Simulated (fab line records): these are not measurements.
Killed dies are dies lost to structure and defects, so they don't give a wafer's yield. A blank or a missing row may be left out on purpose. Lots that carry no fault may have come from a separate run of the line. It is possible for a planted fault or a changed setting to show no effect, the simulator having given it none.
Comparing a struck lot with a sound one + flow berkeley cmos170 + 16 out of 331 route steps
Sound: these wafers, L874.2, L874.5, L874.6. Struck: wafers L879.1, L879.5, L879.6. The cause comes at the end.
Order at every step that has rows: each side's tool, ch and its chambers, its first start. Under that, the readings that differ: sound wafers + struck wafers + difference of the means + sigmas: that difference in standard deviations of wafers without a fault.
alike: words and numbers the same on both sides, and readings whose means are apart by under 2 such deviations; not compared: readings that were withheld, readings missing a value for some wafer, numbers with overlapping values and no deviation given by the record, and bounds like >300 which may hide the same value.
The two part at a step that has a row with sigmas, a row that says differs or no value, or rows on one side only. Numbers that don't overlap but have no deviation are shown without sigmas and don't part them. Lack of a reading on every wafer of one side parts them only where that side has two or more wafers.

UCB170_M1_SPUTTER_00: material Al, target thk 600 nm, time 80 s.
  sound: pvd sputter-04 at day 7 03:35; struck: pvd sputter-02 at day 8 09:46
  alike: throttle valve pct
UCB170_M1_RS_MEAS_01: uses a four-point probe to measure.
  sound: film metro-04 at day 7 03:40; struck: film metro-04 at day 8 09:49
  alike: M1_AL_RS
UCB170_M1_THK_MEAS_02: measures by xrf.
  sound: film metro-04 at day 7 03:46; struck: film metro-04 at day 8 09:56
  alike: M1_AL_THK
then, 6 steps without rows for these wafers: UCB170_M1_COAT_03; UCB170_M1_COAT_04 (resist thk 900 nm); UCB170_M1_SOFTBAKE_05 (time 60 s); UCB170_M1_EXPOSE_06 (exposes mask METAL1, target cd 700 nm); UCB170_M1_PEB_07; UCB170_M1_DEVELOP_08 (develop time 45 s).
UCB170_M1_CD_MEAS_09: the cd target is 700 nm.
  sound: cd sem-02 at day 7 05:10; struck: cd sem-02 at day 8 11:20
  alike: cd nm
UCB170_M1_OVL_MEAS_10:
  sound: overlay-01 at day 7 05:17; struck: overlay-01 at day 8 11:28
  alike: M1_OVL
UCB170_M1_ETCH_11: etches BARC in N2/H2.
  sound on rie diel-03 ch 0,1, day 7 05:19; struck on rie diel-01 ch 2,3, day 8 11:30
  alike: drypump motor current A, oes product au, throttle valve pct
UCB170_M1_METAL_ETCH_12: etches Al in Cl2/BCl3, stops on PSG, target depth 780 nm, time 130 s.
  sound on rie metal-02 ch 0,1, day 7 05:21; struck on rie metal-03 ch 0, day 8 11:32
| reading                             | sound             | struck            | difference | sigmas |
|-------------------------------------|-------------------|-------------------|------------|--------|
| oes product au (a.u.)               | 0.855 0.858 0.855 | 0.809 0.795 0.799 | -0.055     | -5     |
| model.KrF_of_M1_COAT_04.thk nm (nm) | 443.4 445.6 441.9 | 566.7 564 565.1   | +121.6     |        |
| model.M1.feature depth nm (nm)      | 642.4 642.5 643.9 | 559.1 561.2 561.7 | -82.3      |        |
| model.etch.depth nm (nm)            | 605.7 605.9 606.5 | 559.1 561.2 561.7 | -45.4      |        |
  alike: drypump motor current A, throttle valve pct
  not compared: rf hours counter h
UCB170_M1_STRIP_13: strips in O2.
  sound on plasma asher-04 ch 0,1, day 7 05:29; struck on plasma asher-02 ch 0,1, day 8 11:49
  alike: drypump motor current A, oes product au
  not compared: rf hours counter h
UCB170_M1_CD_MEAS_90: the cd target is 700 nm.
  sound: cd sem-02 at day 7 05:36; struck: cd sem-01 at day 8 11:55
| reading    | sound             | struck            | difference | sigmas |
|------------|-------------------|-------------------|------------|--------|
| cd nm (nm) | 702.3 701.3 698.2 | 708.3 707.9 708.6 | +7.7       | +4     |
then, 1 step without rows for these wafers: UCB170_M1_ANNEAL_14 (time 1200 s).

## WHERE THEY PART
At UCB170_M1_METAL_ETCH_12 first; at UCB170_M1_CD_MEAS_90 last (within this record only).

WHY: the cause the simulator had injected
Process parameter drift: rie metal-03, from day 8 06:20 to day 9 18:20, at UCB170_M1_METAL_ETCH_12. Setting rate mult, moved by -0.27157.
